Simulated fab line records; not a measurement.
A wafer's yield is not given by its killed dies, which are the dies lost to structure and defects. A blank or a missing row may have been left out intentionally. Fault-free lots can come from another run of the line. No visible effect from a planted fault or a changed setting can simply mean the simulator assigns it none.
Which tool is to blame? ; flow berkeley cmos170 ; 7 lots, 21 wafers sampled, at 3 steps of a route of 331

WHAT EACH GAUGE READ, for each wafer
UCB170_PSD_OVL_MEAS_07.
lot;measured;on;PSD_OVL (nm)
L880;day 7 01:40;overlay-02;-10 -9 -14
L883;day 7 07:25;overlay-01;-1 -1 3
L887;day 8 03:54;overlay-01;186 189 193
L894;day 9 04:58;overlay-01;-14 -4 -8
L892;day 9 15:01;overlay-01;165 169 169
L896;day 10 05:25;overlay-02;-14 -3 -9
L903;day 11 11:43;overlay-01;-3 -6 1

TOOL THAT RAN EACH LOT (tool first, then ch and the chambers of the sampled wafers, then the start)
lot;UCB170_GATE_ETCH_15;UCB170_PSD_EXPOSE_03
L880;rie si-02 ch 0,1,3, day 6 15:41;krf scanner-02 ch 0, day 7 01:07
L883;rie si-01 ch 0,2,3, day 6 22:05;krf scanner-01 ch 0, day 7 06:49
L887;rie si-02 ch 1,2, day 7 17:40;krf scanner-02 ch 0, day 8 03:15
L894;rie si-01 ch 2,3, day 8 14:51;krf scanner-01 ch 0, day 9 03:25
L892;rie si-02 ch 1,2,3, day 9 02:56;krf scanner-02 ch 0, day 9 14:07
L896;rie si-01 ch 0,1,3, day 9 18:00;krf scanner-01 ch 0, day 10 04:41
L903;rie si-01 ch 1,2,3, day 11 00:39;krf scanner-01 ch 0, day 11 11:12
- UCB170_GATE_ETCH_15: etches poly-Si in HBr/Cl2, stops on SiO2, time 56.3 s, target depth 278.2 nm.
- UCB170_PSD_EXPOSE_03: exposes mask PSELECT MOD, target cd 1200 nm.

THE ANSWER, worked out from the rows above alone
Rule: the lots themselves supply what counts as usual. Put in order of their means at a reading, lots are off if they are a third of the lots or fewer, leave a main group of 4 or more, and stand apart from it by a gap of 3 or more times the standard deviation of the main group's means; of several such gaps the widest counts. The tables above print the reading to a certain number of digits; a main group whose means all agree to those digits is not used. Also off: a lot with no number at a reading for which 4 or more lots have one. The other lots that the step has rows for count as sound.
Off: L887, L892, at UCB170_PSD_OVL_MEAS_07 (PSD_OVL). The main group: mean -6 nm, standard deviation 4.3.
A tool fits if, at a process step before that reading, it ran every lot that is off, and no sound lot after the first of them. Gauges at UCB170_PSD_OVL_MEAS_07: tried the same way as those tools. Can't be told from this: 2 tools fit, rie si-02 at UCB170_GATE_ETCH_15, krf scanner-02 at UCB170_PSD_EXPOSE_03.

WHAT THE SIMULATOR PUT IN
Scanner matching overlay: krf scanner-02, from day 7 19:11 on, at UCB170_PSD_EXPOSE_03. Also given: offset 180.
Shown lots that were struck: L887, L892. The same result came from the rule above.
